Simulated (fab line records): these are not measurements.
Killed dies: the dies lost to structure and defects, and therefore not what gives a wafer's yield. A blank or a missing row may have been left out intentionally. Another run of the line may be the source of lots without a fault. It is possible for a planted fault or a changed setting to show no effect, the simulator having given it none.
What tool caused it? || flow ritCmos || 7 lots, 21 wafers sampled, at 2 steps of a route of 202

## WHAT THE GAUGES READ, wafer by wafer
RIT_SDANNEAL_RS_MEAS_05: measurement is done with a four-point probe.
{"lot": "L499", "measured": "day 3 16:58", "on": "filmMetro-03", "NSD_RS (ohm/sq)": "84.49 84.33 84.40"}
{"lot": "L502", "measured": "day 4 08:55", "on": "filmMetro-03", "NSD_RS (ohm/sq)": "84.73 84.88 84.45"}
{"lot": "L506", "measured": "day 5 06:35", "on": "filmMetro-04", "NSD_RS (ohm/sq)": "84.63 84.42 84.36"}
{"lot": "L510", "measured": "day 5 20:55", "on": "filmMetro-03", "NSD_RS (ohm/sq)": "84.98 84.73 84.79"}
{"lot": "L512", "measured": "day 6 09:14", "on": "filmMetro-04", "NSD_RS (ohm/sq)": "85.00 84.70 85.07"}
{"lot": "L514", "measured": "day 6 17:17", "on": "filmMetro-02", "NSD_RS (ohm/sq)": "81.29 81.08 81.04 81.17 81.25 81.14"}
{"lot": "L516", "measured": "day 7 02:30", "on": "filmMetro-04", "NSD_RS (ohm/sq)": "81.37 81.70 81.63 81.38 81.69 81.59"}

## EACH LOT AND THE TOOL THAT RAN IT (in order: tool; ch and the chambers of the sampled wafers; start)
{"lot": "L499", "RIT_NSD_IMPLANT_08": "implanter-01 ch 0, day 3 14:27"}
{"lot": "L502", "RIT_NSD_IMPLANT_08": "implanter-04 ch 0, day 4 06:34"}
{"lot": "L506", "RIT_NSD_IMPLANT_08": "implanter-01 ch 0, day 5 04:02"}
{"lot": "L510", "RIT_NSD_IMPLANT_08": "implanter-04 ch 0, day 5 18:15"}
{"lot": "L512", "RIT_NSD_IMPLANT_08": "implanter-03 ch 0, day 6 06:41"}
{"lot": "L514", "RIT_NSD_IMPLANT_08": "implanter-04 ch 0, day 6 14:54"}
{"lot": "L516", "RIT_NSD_IMPLANT_08": "implanter-04 ch 0, day 6 23:51"}
- RIT_NSD_IMPLANT_08

## THE ANSWER, worked out from the rows above alone
Rule: usual is defined by the lots themselves. The widest of any qualifying gaps counts: lots, ordered by their means at a reading, are off when they make up no more than a third of the lots, leave a main group of 4 or more, and stand apart from it by 3 or more times the standard deviation of that group's means. A main group is skipped when, at the precision printed for the reading in the tables above, its means are all equal. Also off: a lot with no number at a reading for which 4 or more lots have one. All remaining lots with rows at the step are treated as sound.
Off: L514, L516, at RIT_SDANNEAL_RS_MEAS_05 (NSD_RS). The main group has a mean of 84.66 ohm/sq with a standard deviation of 0.2.
If a tool, at a process step before that reading, ran all the lots that are off and no sound lot after the first of them, it fits. Those tools and the gauges at RIT_SDANNEAL_RS_MEAS_05 are tried in the same way. One fits: RIT_NSD_IMPLANT_08 on implanter-04. Its last sound lot is L510 (day 5 18:15), its first lot that is off L514 (day 6 14:54): a fault that began between those two fits.

## WHAT THE SIMULATOR HAD PUT IN
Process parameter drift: implanter-04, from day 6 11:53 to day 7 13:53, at RIT_NSD_IMPLANT_08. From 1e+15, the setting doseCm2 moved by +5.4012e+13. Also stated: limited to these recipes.
Struck lots among those shown: L514, L516. The rule above found the same.
